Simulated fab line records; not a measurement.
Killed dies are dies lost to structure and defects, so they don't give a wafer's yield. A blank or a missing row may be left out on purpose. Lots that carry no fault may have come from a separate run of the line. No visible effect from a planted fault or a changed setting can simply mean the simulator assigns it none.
Chamber matching / flow berkeleyCmos170 / 4 sister chambers for UCB170_V1_CMP_02 on cmp-02
The step polishes SiO2. 16 wafers are shown with their chamber, then 8 later ones without.

== WAFERS, EACH WITH ITS CHAMBER ==
wafer=L911.1; chamber=3; motorCurrentA (A)=17.1
wafer=L911.4; chamber=0; motorCurrentA (A)=15.4
wafer=L911.5; chamber=1; motorCurrentA (A)=17.0
wafer=L914.2; chamber=3; motorCurrentA (A)=16.0
wafer=L914.5; chamber=3; motorCurrentA (A)=15.1
wafer=L914.6; chamber=2; motorCurrentA (A)=17.5
wafer=L917.1; chamber=1; motorCurrentA (A)=17.1
wafer=L917.5; chamber=3; motorCurrentA (A)=15.5
wafer=L917.6; chamber=0; motorCurrentA (A)=15.9
wafer=L918.2; chamber=3; motorCurrentA (A)=15.5
wafer=L918.3; chamber=1; motorCurrentA (A)=16.7
wafer=L918.4; chamber=2; motorCurrentA (A)=17.5
wafer=L921.2; chamber=3; motorCurrentA (A)=16.3
wafer=L921.3; chamber=1; motorCurrentA (A)=16.7
wafer=L921.6; chamber=3; motorCurrentA (A)=16.4
wafer=L924.3; chamber=1; motorCurrentA (A)=16.3

SIGNATURES, as means of the wafers listed above
reading=motorCurrentA; chamber 0=15.650; chamber 1=16.760; chamber 2=17.500; chamber 3=15.986; scatter within a chamber=0.523
Rule: distance of a wafer from a chamber = root of the sum over the readings of ((wafer's reading minus chamber's mean) / reading's scatter) squared. If the next closest chamber is less than 2 further off than the closest, the wafer can't be placed; otherwise it belongs to the closest. How the scatter is found: for the shown wafers, subtract from each reading the mean of its chamber, square and add these, divide the total by (wafers less chambers), then take the root.

== WAFERS WITHOUT THEIR CHAMBER ==
wafer=L924.4; motorCurrentA (A)=16.6
wafer=L924.5; motorCurrentA (A)=15.5
wafer=L927.2; motorCurrentA (A)=17.5
wafer=L927.3; motorCurrentA (A)=15.4
wafer=L927.5; motorCurrentA (A)=18.0
wafer=L932.3; motorCurrentA (A)=15.6
wafer=L932.4; motorCurrentA (A)=18.4
wafer=L932.5; motorCurrentA (A)=16.4

== EACH ONE'S CHAMBER ==
wafer=L924.4; from the rows above=can't be placed: 1 or 3 or 2 or 0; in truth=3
wafer=L924.5; from the rows above=can't be placed: 0 or 3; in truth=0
wafer=L927.2; from the rows above=can't be placed: 2 or 1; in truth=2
wafer=L927.3; from the rows above=can't be placed: 0 or 3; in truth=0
wafer=L927.5; from the rows above=can't be placed: 2 or 1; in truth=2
wafer=L932.3; from the rows above=can't be placed: 0 or 3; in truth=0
wafer=L932.4; from the rows above=can't be placed: 2 or 1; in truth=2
wafer=L932.5; from the rows above=can't be placed: 1 or 3 or 0 or 2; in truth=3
Correctly placed: 0 of 8. From these rows, 8 cannot be placed; in 8 the true chamber is one of the candidates. Number placed wrongly: 0.
